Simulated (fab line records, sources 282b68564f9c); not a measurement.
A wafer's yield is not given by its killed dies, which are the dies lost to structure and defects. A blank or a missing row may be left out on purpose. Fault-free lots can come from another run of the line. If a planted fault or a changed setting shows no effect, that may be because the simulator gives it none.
Which tool was responsible? | flow ritCmos | 15 lots, 45 wafers sampled, at 4 steps of a route of 202

WHAT THE GAUGES READ, wafer by wafer
RIT_PLDD_OVL_MEAS_06. Usual: PLDD_OVL typically reads -0.2 nm, with standard deviation 1.4.
lot  | measured    | on         | PLDD_OVL (nm)  | flag
L334 | day 3 01:56 | overlay-01 | 1.4 0.8 1.6    | 
L335 | day 3 10:13 | overlay-02 | -1.1 -0.5 -1.7 | 
L336 | day 3 10:34 | overlay-01 | 1.3 -0.4 2.6   | 
L337 | day 3 20:06 | overlay-01 | 2.3 1.4 -0.5   | 
L339 | day 4 06:25 | overlay-01 | 1.7 1.6 0.8    | 
L341 | day 4 21:05 | overlay-01 | 1.6 2.3 0.4    | 
L342 | day 4 22:58 | overlay-01 | -1.3 0.5 -0.4  | 
L344 | day 5 06:55 | overlay-01 | 1.7 0.8 0.2    | 
L346 | day 5 13:22 | overlay-02 | -1.2 0.0 -0.3  | 
L347 | day 5 22:26 | overlay-02 | -0.6 -0.2 0.7  | 
L351 | day 7 04:06 | overlay-02 | -2.9 -2.9 -2.6 | 
L353 | day 7 10:25 | overlay-02 | -2.2 -0.4 -0.3 | 
L354 | day 7 10:53 | overlay-02 | -1.2 -1.7 -0.9 | 
L356 | day 8 02:56 | overlay-02 | 0.9 1.9 -0.1   | 
L357 | day 8 13:29 | overlay-02 | -1.7 1.4 0.1   | 

RIT_CONTACT_OVL_MEAS_09. Usual: CONTACT_OVL typically reads 0.2 nm, with standard deviation 1.6.
lot  | measured    | on         | CONTACT_OVL (nm) | flag
L334 | day 3 10:47 | overlay-01 | 1.5 2.0 -0.3     | 
L335 | day 3 20:07 | overlay-02 | -1.9 -0.6 -3.6   | 
L336 | day 3 19:23 | overlay-02 | 0.6 1.5 3.9      | 
L337 | day 4 07:16 | overlay-01 | 0.4 1.8 0.6      | 
L339 | day 4 16:29 | overlay-02 | -2.8 -3.6 -2.6   | 
L341 | day 5 08:17 | overlay-02 | -0.4 0.4 -0.1    | 
L342 | day 5 11:07 | overlay-01 | 2.7 -1.4 1.3     | 
L344 | day 5 17:03 | overlay-02 | 0.9 1.3 0.3      | 
L346 | day 6 01:17 | overlay-02 | 0.9 0.4 0.8      | 
L347 | day 6 12:45 | overlay-01 | -0.7 -2.3 -1.4   | 
L351 | day 7 13:10 | overlay-02 | 0.7 0.6 1.7      | 
L353 | day 7 20:49 | overlay-01 | 0.4 0.0 -0.8     | 
L354 | day 7 21:04 | overlay-02 | -0.2 -0.6 -0.6   | 
L356 | day 8 11:37 | overlay-01 | 1.8 3.3 3.2      | 
L357 | day 8 23:41 | overlay-01 | 0.3 0.2 -0.4     | 

TOOL THAT RAN EACH LOT (tool first, then ch and the chambers of the sampled wafers, then the start)
lot  | RIT_SILICIDE_RTA_04            | RIT_CONTACT_CVD_00
L334 | rtpAnneal-01 ch 0, day 3 09:16 | pecvd-01 ch 0,2, day 3 09:29
L335 | rtpAnneal-01 ch 0, day 3 18:37 | pecvd-02 ch 1,2, day 3 18:47
L336 | rtpAnneal-01 ch 0, day 3 17:54 | pecvd-04 ch 0,1,2, day 3 18:03
L337 | rtpAnneal-02 ch 0, day 4 05:53 | pecvd-01 ch 0,1,2, day 4 06:03
L339 | rtpAnneal-01 ch 0, day 4 15:02 | pecvd-02 ch 0,1, day 4 15:17
L341 | rtpAnneal-02 ch 0, day 5 06:50 | pecvd-04 ch 0,1,2, day 5 07:05
L342 | rtpAnneal-01 ch 0, day 5 09:40 | pecvd-02 ch 1,2, day 5 09:54
L344 | rtpAnneal-01 ch 0, day 5 15:25 | pecvd-04 ch 0,1, day 5 15:38
L346 | rtpAnneal-01 ch 0, day 5 23:55 | pecvd-01 ch 0,1, day 6 00:04
L347 | rtpAnneal-02 ch 0, day 6 11:15 | pecvd-04 ch 1,2, day 6 11:25
L351 | rtpAnneal-02 ch 0, day 7 11:48 | pecvd-02 ch 1,2, day 7 11:58
L353 | rtpAnneal-01 ch 0, day 7 19:20 | pecvd-04 ch 0,2, day 7 19:29
L354 | rtpAnneal-01 ch 0, day 7 19:34 | pecvd-02 ch 1,2, day 7 19:44
L356 | rtpAnneal-01 ch 0, day 8 10:16 | pecvd-01 ch 0,1,2, day 8 10:25
L357 | rtpAnneal-02 ch 0, day 8 22:16 | pecvd-02 ch 1,2, day 8 22:28
- RIT_SILICIDE_RTA_04: time 10 s, ramp up 5 s, ramp down 5 s.
- RIT_CONTACT_CVD_00: deposits SiO2 from TEOS, target thk 400 nm, time 58.06 s.

AS READ BY THE TOOLS THEMSELVES (means over the sampled wafers that have a number; for cases with no such wafer, the mark the record gives instead)
RIT_SILICIDE_RTA_04. Usual: 653.0 for wafer_temp_C_max, sd 0.73.
lot  | tool         | wafer_temp_C_max | flag
L334 | rtpAnneal-01 | 653.3            | 
L335 | rtpAnneal-01 | 652.8            | 
L336 | rtpAnneal-01 | 652.8            | 
L337 | rtpAnneal-02 | 652.5            | 
L339 | rtpAnneal-01 | 653.5            | 
L341 | rtpAnneal-02 | 652.7            | 
L342 | rtpAnneal-01 | 654.1            | 
L344 | rtpAnneal-01 | 653.0            | 
L346 | rtpAnneal-01 | 653.1            | 
L347 | rtpAnneal-02 | 651.9            | 
L351 | rtpAnneal-02 | 652.9            | 
L353 | rtpAnneal-01 | 794.1            | OFF
L354 | rtpAnneal-01 | 793.0            | OFF
L356 | rtpAnneal-01 | 793.4            | OFF
L357 | rtpAnneal-02 | 652.1            | 

RIT_CONTACT_CVD_00. Usual: 353 W for heaterPowerW, sd 57.
lot  | tool     | heaterPowerW (W) | flag
L334 | pecvd-01 | 337              | 
L335 | pecvd-02 | 354              | 
L336 | pecvd-04 | 365              | 
L337 | pecvd-01 | 360              | 
L339 | pecvd-02 | 371              | 
L341 | pecvd-04 | 362              | 
L342 | pecvd-02 | 352              | 
L344 | pecvd-04 | 386              | 
L346 | pecvd-01 | 349              | 
L347 | pecvd-04 | 435              | 
L351 | pecvd-02 | 350              | 
L353 | pecvd-04 | 337              | 
L354 | pecvd-02 | 313              | 
L356 | pecvd-01 | 295              | 
L357 | pecvd-02 | 367              | 

THE ANSWER, worked out from the rows above alone
Rule: take the mean of a lot's wafers that have a number; if it is more than 3 standard deviations from the usual mean, the lot is off. A lot without any number at a reading at which 4 lots or more have one is off too. Any other lot the step has rows for is counted as sound. The gauges are gone through in route order, then the tools' own readings, and for those a lot's mean is taken as printed above. At the first step where some lot is off, the reading lying furthest off is the one used; lots without a number count as furthest.
Off, at RIT_SILICIDE_RTA_04 on wafer_temp_C_max: L353, L354, L356.
A tool fits if, at that step or a process step before it, it ran every lot that is off, and no sound lot after the first of them. One candidate fits, namely rtpAnneal-01 at RIT_SILICIDE_RTA_04. A fault onset in the window from L346 (day 5 23:55, its last sound lot) to L353 (day 7 19:20, its first lot off) fits.
On the lots that are off, the tool's own readings at RIT_SILICIDE_RTA_04 differ by more than 5 times the standard deviation of the sound lots' means, which bears it out; wafer_temp_C_max reads 793.5 there versus 652.9 on the sound lots.

WHAT THE SIMULATOR PUT IN
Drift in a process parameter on rtpAnneal-01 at RIT_SILICIDE_RTA_04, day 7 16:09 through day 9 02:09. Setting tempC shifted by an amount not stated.
Lots struck among those shown: L353, L354, L356. The rule given above showed the same thing.
